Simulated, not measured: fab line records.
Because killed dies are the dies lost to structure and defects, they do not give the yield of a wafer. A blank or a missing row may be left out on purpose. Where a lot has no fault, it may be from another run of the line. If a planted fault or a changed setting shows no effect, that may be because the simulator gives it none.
Which tool was responsible? ; flow ritCmos ; 42 wafers from 14 lots sampled at 4 of the route's 202 steps

## WHAT THE GAUGES SHOWED, per wafer
RIT_ACTIVE_BOW_MEAS_00. Usual: for INCOMING_BOW the level is 1 um and the standard deviation is 7.1.
lot;measured;on;INCOMING_BOW (um);flag
L673;day 1 10:01;filmMetro-02;7 -10 13;
L675;day 1 20:00;filmMetro-02;-3 4 3;
L676;day 2 01:01;filmMetro-02;2 3 1;
L677;day 2 06:01;filmMetro-04;-15 -3 4;
L680;day 2 21:01;filmMetro-04;-10 5 -4;
L682;day 3 07:04;filmMetro-02;-2 -11 -2;
L683;day 3 12:02;filmMetro-02;5 -6 20;
L686;day 4 03:02;filmMetro-02;-4 -4 9;
L687;day 4 08:02;filmMetro-02;-10 -8 -8;
L688;day 4 13:01;filmMetro-04;-10 3 -1;
L689;day 4 18:00;filmMetro-03;2 9 7;
L690;day 4 23:00;filmMetro-02;11 3 -1;
L691;day 5 04:01;filmMetro-04;-14 -6 12;
L696;day 6 05:01;filmMetro-02;0 7 10;

RIT_M1_OVL_MEAS_10. Usual: for M1_OVL the level is 0.9 nm and the standard deviation is 1.5.
lot;measured;on;M1_OVL (nm);flag
L673;day 3 09:55;overlay-02;3.2 3.8 2.8;
L675;day 4 03:06;overlay-01;2.9 0.9 1.1;
L676;day 4 02:48;overlay-01;2.8 3.4 2.1;
L677;day 4 04:26;overlay-02;-1.0 3.2 0.1;
L680;day 5 00:30;overlay-01;2.1 0.8 0.1;
L682;day 5 08:24;overlay-02;2.5 -0.9 -0.4;
L683;day 5 10:14;overlay-02;3.2 1.8 0.4;
L686;day 6 02:41;overlay-01;-1.3 -2.1 -2.8;
L687;day 6 04:57;overlay-01;-0.6 -1.0 -0.1;
L688;day 6 09:48;overlay-02;1.5 2.0 2.5;
L689;day 6 14:30;overlay-02;1.5 1.6 1.8;
L690;day 6 22:40;overlay-01;1.4 0.3 2.2;
L691;day 7 01:57;overlay-02;2.3 0.8 1.7;
L696;day 8 01:34;overlay-01;3.3 2.7 2.1;

## WHAT TOOL EACH LOT RAN ON (gives the tool, then ch and the chambers of the sampled wafers, and finally the start)
lot;RIT_NWELL_STRIP_09;RIT_GATE_ETCH_19
L673;plasmaAsher-03 ch 0,1, day 1 22:20;rieSi-02 ch 0,2, day 2 15:04
L675;plasmaAsher-02 ch 0,1, day 2 07:45;rieSi-02 ch 0,1,3, day 3 06:40
L676;plasmaAsher-02 ch 0, day 2 14:17;rieSi-01 ch 1,2,3, day 3 06:57
L677;plasmaAsher-03 ch 0,1, day 2 17:32;rieSi-02 ch 0,1, day 3 11:01
L680;plasmaAsher-02 ch 0,1, day 3 11:25;rieSi-01 ch 0,3, day 4 04:28
L682;plasmaAsher-04 ch 0,1, day 3 19:53;rieSi-01 ch 0,1, day 4 15:29
L683;plasmaAsher-04 ch 0,1, day 3 23:17;rieSi-02 ch 0,3, day 4 15:43
L686;plasmaAsher-03 ch 0,1, day 4 16:23;rieSi-01 ch 0,2,3, day 5 09:05
L687;plasmaAsher-02 ch 0,1, day 4 19:52;rieSi-02 ch 0,1, day 5 11:33
L688;plasmaAsher-02 ch 0,1, day 4 23:56;rieSi-01 ch 2,3, day 5 15:21
L689;plasmaAsher-02 ch 0,1, day 5 04:50;rieSi-02 ch 0,1,2, day 5 20:26
L690;plasmaAsher-04 ch 0,1, day 5 10:47;rieSi-01 ch 1,2,3, day 6 03:52
L691;plasmaAsher-02 ch 1, day 5 17:15;rieSi-02 ch 0,2,3, day 6 08:41
L696;plasmaAsher-04 ch 0,1, day 6 15:38;rieSi-01 ch 1,2,3, day 7 07:55
- RIT_NWELL_STRIP_09: strips in O2, time 180 s.
- RIT_GATE_ETCH_19: etches poly-Si in SF6/CHF3/O2, stops on SiO2, time 165 s, target depth 312.5 nm.

## AS READ BY THE TOOLS THEMSELVES (means over the sampled wafers that have a number; for cases with no such wafer, the mark the record gives instead)
RIT_NWELL_STRIP_09. Usual: drypumpMotorCurrentA 5.4 A, standard deviation 0.42.
lot;tool;drypumpMotorCurrentA (A);flag
L673;plasmaAsher-03;5.4;
L675;plasmaAsher-02;5.2;
L676;plasmaAsher-02;5.8;
L677;plasmaAsher-03;5.4;
L680;plasmaAsher-02;5.6;
L682;plasmaAsher-04;5.5;
L683;plasmaAsher-04;5.5;
L686;plasmaAsher-03;5.7;
L687;plasmaAsher-02;5.6;
L688;plasmaAsher-02;5.6;
L689;plasmaAsher-02;5.2;
L690;plasmaAsher-04;5.5;
L691;plasmaAsher-02;4.9;
L696;plasmaAsher-04;5.4;

RIT_GATE_ETCH_19. Usual: drypumpMotorCurrentA 5.9 A, standard deviation 0.37; oesProductAu 0.845 a.u., standard deviation 0.015; rfFwdPowerW 159.4 W, standard deviation 0.47; runLengthS 193.1 s, standard deviation 0.48; throttleValvePct 10.37 %, standard deviation 0.11.
lot;tool;drypumpMotorCurrentA (A);oesProductAu (a.u.);rfFwdPowerW (W);runLengthS (s);throttleValvePct (%);flag
L673;rieSi-02;6.2;0.821;159.7;193.3;10.41;
L675;rieSi-02;5.9;0.850;159.5;193.0;10.29;
L676;rieSi-01;5.6;0.837;159.4;193.0;10.47;
L677;rieSi-02;5.8;0.864;159.4;193.4;10.31;
L680;rieSi-01;5.8;0.843;159.0;193.1;10.28;
L682;rieSi-01;5.9;0.862;159.9;192.6;10.38;
L683;rieSi-02;5.8;0.835;158.9;193.3;10.28;
L686;rieSi-01;5.7;0.840;159.5;193.4;10.39;
L687;rieSi-02;6.0;0.867;159.1;193.0;10.29;
L688;rieSi-01;5.6;0.839;160.0;193.2;10.49;
L689;rieSi-02;6.1;0.809;160.0;208.6;10.35;OFF
L690;rieSi-01;5.6;0.845;159.8;192.9;10.48;
L691;rieSi-02;6.1;0.799;159.2;209.0;10.35;OFF
L696;rieSi-01;5.6;0.836;159.2;193.1;10.48;

## THE ANSWER, worked out from the rows above alone
Rule: a lot counts as off when the mean over its wafers that have a number is more than 3 standard deviations away from the usual mean. Also off: a lot with no number at a reading for which 4 or more lots have one. Where the step has rows for the other lots, those lots are counted as sound. Order of review: gauges by route order, followed by the tools' own readings, for which a lot's mean as printed above is used. The first step at which some lot is off is used, and at that step the reading that is off furthest; a lot without a number counts as furthest.
Off: L689, L691, at RIT_GATE_ETCH_19 (runLengthS).
If a tool, at that step or one of the process steps before it, ran each lot that is off and ran no sound lot following the first of them, it fits. 2 tools fit, plasmaAsher-02 at RIT_NWELL_STRIP_09 and rieSi-02 at RIT_GATE_ETCH_19, so this cannot tell which one it is.

## WHAT THE SIMULATOR HAD INSERTED
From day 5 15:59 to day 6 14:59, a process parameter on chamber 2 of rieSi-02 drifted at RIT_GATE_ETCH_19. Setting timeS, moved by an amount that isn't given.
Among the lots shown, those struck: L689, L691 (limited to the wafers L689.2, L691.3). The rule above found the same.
